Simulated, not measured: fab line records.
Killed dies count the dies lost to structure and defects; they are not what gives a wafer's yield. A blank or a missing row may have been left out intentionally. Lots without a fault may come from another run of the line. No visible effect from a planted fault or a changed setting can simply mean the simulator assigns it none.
A sampling plan put to the test | flow ritCmos | each of the 32 faults these records tell of, on one fab line, judged from the records of the lots it struck
Plan = the line's own looks (route steps where a gauge or an inspection reads the wafer without altering it). Where struck wafers have a number at a look and the file lists that look's usual mean and standard deviation on fault-free wafers, the look can be judged. Caught: a look later than the fault's first step finds the struck wafers' mean 4 or more of those standard deviations (sigma) from the usual mean. On the tool: the identical test, applied to the tool's own readings at the steps of the fault. If the struck wafers alone have a blank record, or they carry another recipe, that too counts as caught.

## THE FAULTS, as the simulator had put them in
1. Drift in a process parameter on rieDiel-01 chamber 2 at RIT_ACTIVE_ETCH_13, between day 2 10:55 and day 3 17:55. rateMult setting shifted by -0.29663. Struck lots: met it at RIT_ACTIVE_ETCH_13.
2. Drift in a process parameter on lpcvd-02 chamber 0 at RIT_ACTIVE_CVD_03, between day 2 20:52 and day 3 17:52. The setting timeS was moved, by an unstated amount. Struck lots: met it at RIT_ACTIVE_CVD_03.
3. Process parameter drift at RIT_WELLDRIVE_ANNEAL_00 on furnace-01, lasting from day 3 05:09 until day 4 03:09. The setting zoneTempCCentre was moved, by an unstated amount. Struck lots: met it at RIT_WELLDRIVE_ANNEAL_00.
4. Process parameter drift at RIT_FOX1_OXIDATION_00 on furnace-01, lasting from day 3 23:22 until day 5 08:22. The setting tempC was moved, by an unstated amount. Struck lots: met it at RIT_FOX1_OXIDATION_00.
5. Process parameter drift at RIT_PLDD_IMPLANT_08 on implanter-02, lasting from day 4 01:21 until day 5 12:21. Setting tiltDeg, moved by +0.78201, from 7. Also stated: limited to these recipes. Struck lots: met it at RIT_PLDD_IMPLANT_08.
6. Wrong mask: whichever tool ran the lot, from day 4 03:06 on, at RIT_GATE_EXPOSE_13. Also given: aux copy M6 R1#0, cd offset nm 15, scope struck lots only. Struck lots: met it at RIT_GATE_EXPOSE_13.
7. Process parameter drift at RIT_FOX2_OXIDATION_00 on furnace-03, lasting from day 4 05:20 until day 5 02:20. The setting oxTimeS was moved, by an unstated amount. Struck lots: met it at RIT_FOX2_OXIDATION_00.
8. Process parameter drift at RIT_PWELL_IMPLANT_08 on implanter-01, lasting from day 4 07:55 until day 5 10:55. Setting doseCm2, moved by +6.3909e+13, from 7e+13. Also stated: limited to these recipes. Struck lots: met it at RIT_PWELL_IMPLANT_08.
9. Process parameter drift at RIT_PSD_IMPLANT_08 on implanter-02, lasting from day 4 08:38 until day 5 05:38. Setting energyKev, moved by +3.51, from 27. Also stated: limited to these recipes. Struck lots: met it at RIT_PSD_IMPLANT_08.
10. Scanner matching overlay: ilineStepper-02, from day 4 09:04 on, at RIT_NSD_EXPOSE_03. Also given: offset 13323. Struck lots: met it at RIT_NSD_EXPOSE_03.
11. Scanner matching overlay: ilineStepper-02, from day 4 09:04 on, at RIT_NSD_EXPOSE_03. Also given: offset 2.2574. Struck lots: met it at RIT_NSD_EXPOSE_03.
12. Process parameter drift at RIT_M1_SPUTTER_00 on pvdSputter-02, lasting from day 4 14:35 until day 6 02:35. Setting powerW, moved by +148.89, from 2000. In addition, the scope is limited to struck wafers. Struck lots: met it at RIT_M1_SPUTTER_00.
13. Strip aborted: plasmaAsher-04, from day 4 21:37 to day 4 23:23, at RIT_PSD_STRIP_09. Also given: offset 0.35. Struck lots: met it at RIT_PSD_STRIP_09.
14. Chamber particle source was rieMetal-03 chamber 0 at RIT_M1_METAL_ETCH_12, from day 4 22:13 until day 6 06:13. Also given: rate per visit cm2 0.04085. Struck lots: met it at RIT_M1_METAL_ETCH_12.
15. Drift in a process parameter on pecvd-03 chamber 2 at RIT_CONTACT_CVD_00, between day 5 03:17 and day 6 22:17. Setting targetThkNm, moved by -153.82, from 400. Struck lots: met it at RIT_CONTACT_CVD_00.
16. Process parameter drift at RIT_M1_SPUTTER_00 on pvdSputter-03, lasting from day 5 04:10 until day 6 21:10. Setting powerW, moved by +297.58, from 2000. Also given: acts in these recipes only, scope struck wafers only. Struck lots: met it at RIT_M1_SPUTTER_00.
17. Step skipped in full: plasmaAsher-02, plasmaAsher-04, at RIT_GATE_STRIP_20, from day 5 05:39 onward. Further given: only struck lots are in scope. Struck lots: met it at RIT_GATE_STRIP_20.
18. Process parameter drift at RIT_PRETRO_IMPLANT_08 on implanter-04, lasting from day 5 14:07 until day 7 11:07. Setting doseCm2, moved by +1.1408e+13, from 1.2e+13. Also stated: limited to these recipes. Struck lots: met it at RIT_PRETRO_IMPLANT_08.
19. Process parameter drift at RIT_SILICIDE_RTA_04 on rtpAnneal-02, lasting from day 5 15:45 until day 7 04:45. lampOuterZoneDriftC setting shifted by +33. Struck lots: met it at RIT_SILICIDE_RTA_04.
20. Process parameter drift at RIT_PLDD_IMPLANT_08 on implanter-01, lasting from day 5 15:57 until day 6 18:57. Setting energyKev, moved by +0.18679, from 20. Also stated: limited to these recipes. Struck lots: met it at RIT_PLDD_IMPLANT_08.
21. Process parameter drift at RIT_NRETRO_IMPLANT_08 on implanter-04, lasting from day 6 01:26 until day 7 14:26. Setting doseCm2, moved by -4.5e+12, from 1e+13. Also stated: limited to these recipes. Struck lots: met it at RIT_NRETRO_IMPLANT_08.
22. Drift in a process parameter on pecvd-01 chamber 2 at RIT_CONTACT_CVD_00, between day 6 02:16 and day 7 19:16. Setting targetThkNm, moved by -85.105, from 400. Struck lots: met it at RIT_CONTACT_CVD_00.
23. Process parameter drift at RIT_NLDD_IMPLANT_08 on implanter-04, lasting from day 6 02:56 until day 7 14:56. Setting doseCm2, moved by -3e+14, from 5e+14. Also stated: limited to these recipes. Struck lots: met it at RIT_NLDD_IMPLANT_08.
24. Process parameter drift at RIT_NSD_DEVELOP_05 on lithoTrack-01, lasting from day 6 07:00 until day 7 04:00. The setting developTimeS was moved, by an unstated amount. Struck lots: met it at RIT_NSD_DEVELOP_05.
25. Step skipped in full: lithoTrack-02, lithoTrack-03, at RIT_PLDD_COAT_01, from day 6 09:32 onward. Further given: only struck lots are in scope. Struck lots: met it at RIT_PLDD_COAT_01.
26. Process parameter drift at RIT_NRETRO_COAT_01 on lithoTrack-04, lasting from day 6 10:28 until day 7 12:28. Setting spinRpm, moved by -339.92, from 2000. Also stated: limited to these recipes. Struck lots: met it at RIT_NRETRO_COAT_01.
27. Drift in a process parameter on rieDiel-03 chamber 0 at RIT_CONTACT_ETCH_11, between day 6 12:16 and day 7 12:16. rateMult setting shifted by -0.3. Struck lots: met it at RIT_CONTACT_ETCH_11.
28. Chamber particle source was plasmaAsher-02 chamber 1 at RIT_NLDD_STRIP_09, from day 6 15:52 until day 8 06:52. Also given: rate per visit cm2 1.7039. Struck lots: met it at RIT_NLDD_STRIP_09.
29. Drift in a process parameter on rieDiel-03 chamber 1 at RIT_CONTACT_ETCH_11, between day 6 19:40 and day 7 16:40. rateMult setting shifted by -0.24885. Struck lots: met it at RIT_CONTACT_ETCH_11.
30. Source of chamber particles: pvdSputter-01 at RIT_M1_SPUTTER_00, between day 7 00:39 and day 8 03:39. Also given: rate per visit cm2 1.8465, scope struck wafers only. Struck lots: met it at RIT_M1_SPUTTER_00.
31. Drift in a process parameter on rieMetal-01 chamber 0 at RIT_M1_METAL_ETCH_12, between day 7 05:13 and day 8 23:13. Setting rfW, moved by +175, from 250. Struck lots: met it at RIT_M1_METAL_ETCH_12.
32. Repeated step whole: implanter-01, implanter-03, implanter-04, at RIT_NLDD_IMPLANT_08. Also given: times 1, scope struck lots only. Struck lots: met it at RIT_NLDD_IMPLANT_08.

## WHAT THE PLAN SAW
fault | on the tool itself                               | first look that catches it                      | reading, sigma                                             | median hours from its first step to that look | hours from the fault's start to the first struck lot there | judged looks passed uncaught
1     | under 2 sigma                                    | no look after it can be judged                  | -                                                          | -                                             | -                                                          | 0
2     | under 2 sigma                                    | RIT_ACTIVE_THK_MEAS_04                          | ACTIVE_NITRIDE_THK -24                                     | 1.8                                           | 4                                                          | 0
3     | spikeTcCentreC -31 sigma                         | RIT_WELLDRIVE_RS_MEAS_01                        | NWELL_RS +23                                               | 5.1                                           | 1                                                          | 0
4     | tubeCenterTempC -99 or beyond sigma              | RIT_FOX1_THK_MEAS_01                            | FOX1_OXIDE_THK -5.2                                        | 1.3                                           | 3                                                          | 0
5     | tiltDeg +41 sigma                                | no look after it can be judged                  | -                                                          | -                                             | -                                                          | 0
6     | under 2 sigma                                    | RIT_GATE_CD_MEAS_16                             | cdNm +5.0                                                  | 0.4                                           | 5                                                          | 0
7     | under 2 sigma                                    | RIT_FOX2_THK_MEAS_01                            | FOX2_OXIDE_THK -12                                         | 1.3                                           | 3                                                          | 0
8     | doseIonsCm2 +99 or beyond sigma                  | RIT_PWELL_TW_MEAS_10                            | PWELL_TW +26                                               | 0.3                                           | 1                                                          | 0
9     | beamEnergyKeV +99 or beyond sigma                | RIT_PSD_TW_MEAS_10                              | PSD_TW +5.3                                                | 0.3                                           | 1                                                          | 0
10    | no reading that can be judged                    | no look after it can be judged                  | -                                                          | -                                             | -                                                          | 0
11    | no reading that can be judged                    | no look after it can be judged                  | -                                                          | -                                             | -                                                          | 0
12    | cathodeDcPowerW +99 or beyond sigma              | RIT_M1_RS_MEAS_01                               | M1_AL_RS -7.1                                              | 0.3                                           | 13                                                         | 0
13    | runLengthS -99 or beyond sigma                   | no look after it can be judged                  | -                                                          | -                                             | -                                                          | 0
14    | under 2 sigma                                    | no look after it can be judged                  | -                                                          | -                                             | -                                                          | 0
15    | under 2 sigma                                    | RIT_CONTACT_THK_MEAS_01                         | CONTACT_TEOS_THK -28                                       | 0.1                                           | 13                                                         | 0
16    | cathodeDcPowerW +99 or beyond sigma              | RIT_M1_RS_MEAS_01                               | M1_AL_RS -11                                               | 0.3                                           | 30                                                         | 0
17    | the tool's record is blank for the struck wafers | no look after it can be judged                  | -                                                          | -                                             | -                                                          | 0
18    | doseIonsCm2 +99 or beyond sigma                  | RIT_PRETRO_TW_MEAS_10                           | PRETRO_TW +20                                              | 0.3                                           | 9                                                          | 0
19    | under 2 sigma                                    | none of the 8 looks that can be judged after it | -                                                          | -                                             | -                                                          | 8
20    | beamEnergyKeV +29 sigma                          | no look after it can be judged                  | -                                                          | -                                             | -                                                          | 0
21    | doseIonsCm2 -99 or beyond sigma                  | RIT_NRETRO_TW_MEAS_10                           | NRETRO_TW -26                                              | 0.3                                           | 4                                                          | 0
22    | under 2 sigma                                    | RIT_CONTACT_THK_MEAS_01                         | CONTACT_TEOS_THK -16                                       | 0.1                                           | 9                                                          | 0
23    | doseIonsCm2 -99 or beyond sigma                  | RIT_NLDD_TW_MEAS_10                             | NLDD_TW -38                                                | 0.3                                           | 10                                                         | 0
24    | no reading that can be judged                    | RIT_NSD_TW_MEAS_10                              | NSD_TW -99 or beyond                                       | 1.2                                           | 4                                                          | 0
25    | the tool's record is blank for the struck wafers | RIT_NSD_TW_MEAS_10                              | NSD_TW +10                                                 | 5.5                                           | 9                                                          | 0
26    | spinSpeedRpm -99 or beyond sigma                 | not the one look that can be judged after it    | -                                                          | -                                             | -                                                          | 1
27    | under 2 sigma                                    | no look after it can be judged                  | -                                                          | -                                             | -                                                          | 0
28    | under 2 sigma                                    | not the one look that can be judged after it    | strongest: SILICIDE_TI_RS at RIT_SILICIDE_RS_MEAS_02, +2.2 | -                                             | -                                                          | 1
29    | under 2 sigma                                    | no look after it can be judged                  | -                                                          | -                                             | -                                                          | 0
30    | under 2 sigma                                    | not the one look that can be judged after it    | -                                                          | -                                             | -                                                          | 1
31    | rfFwdPowerW +99 or beyond sigma                  | RIT_M1_CD_MEAS_90                               | cdNm -10                                                   | 0.5                                           | 3                                                          | 0
32    | under 2 sigma                                    | RIT_NLDD_TW_MEAS_10                             | NLDD_TW +31                                                | 0.6                                           | -                                                          | 0
A dash: this means the fault isn't caught or the number doesn't appear in these records.

Caught at a look: 18 of 32. Caught on the tool: 16 of 32. By one or the other: 23 of 32.
Caught on the tool alone: faults 5, 13, 17, 20, 26.
Caught at a look alone: faults 2, 6, 7, 15, 22, 24, 32.
Caught by neither: faults 1, 10, 11, 14, 19, 27, 28, 29, 30.

## THINNER SAMPLING
If the look that catches a fault measured only every second or every third lot, by lot number, the first struck lot would be measured this late in the worst case:
fault | struck lots at that look, in order of time | every lot | every second lot | every third lot
2     | L870, L872                                 | 4 h       | may miss all 2   | may miss all 2
3     | L538, L539, L540                           | 1 h       | 9 h              | 16 h
4     | L378, L382                                 | 3 h       | may miss all 2   | may miss all 2
6     | L917                                       | 5 h       | may miss it      | may miss it
7     | L904, L906                                 | 3 h       | may miss all 2   | may miss all 2
8     | L930, L932                                 | 1 h       | may miss all 2   | may miss all 2
9     | L325, L327, L328                           | 1 h       | 15 h             | may miss all 3
12    | L310, L311                                 | 13 h      | 28 h             | may miss all 2
15    | L980, L983                                 | 13 h      | 22 h             | may miss all 2
16    | L215                                       | 30 h      | may miss it      | may miss it
18    | L106, L108                                 | 9 h       | may miss all 2   | may miss all 2
21    | L958, L959                                 | 4 h       | 9 h              | may miss all 2
22    | L534, L537                                 | 9 h       | 20 h             | may miss all 2
23    | L287, L288                                 | 10 h      | 16 h             | may miss all 2
24    | L107, L110                                 | 4 h       | 17 h             | may miss all 2
25    | L414, L415, L416                           | 9 h       | 10 h             | 15 h
31    | L224, L227                                 | 3 h       | 17 h             | may miss all 2
The hour figures run from when the fault began to the first measured lot among those it struck. The limit of 4 sigma was tested on all struck wafers together, so one lot alone may lie under it. Other struck lots may not be in these records.

## THE LONGEST TIMED WAY FROM STEP TO LOOK
In fault 25, a median of 5.5 hours elapses between RIT_PLDD_COAT_01 and RIT_NSD_TW_MEAS_10. No look between them can be judged.
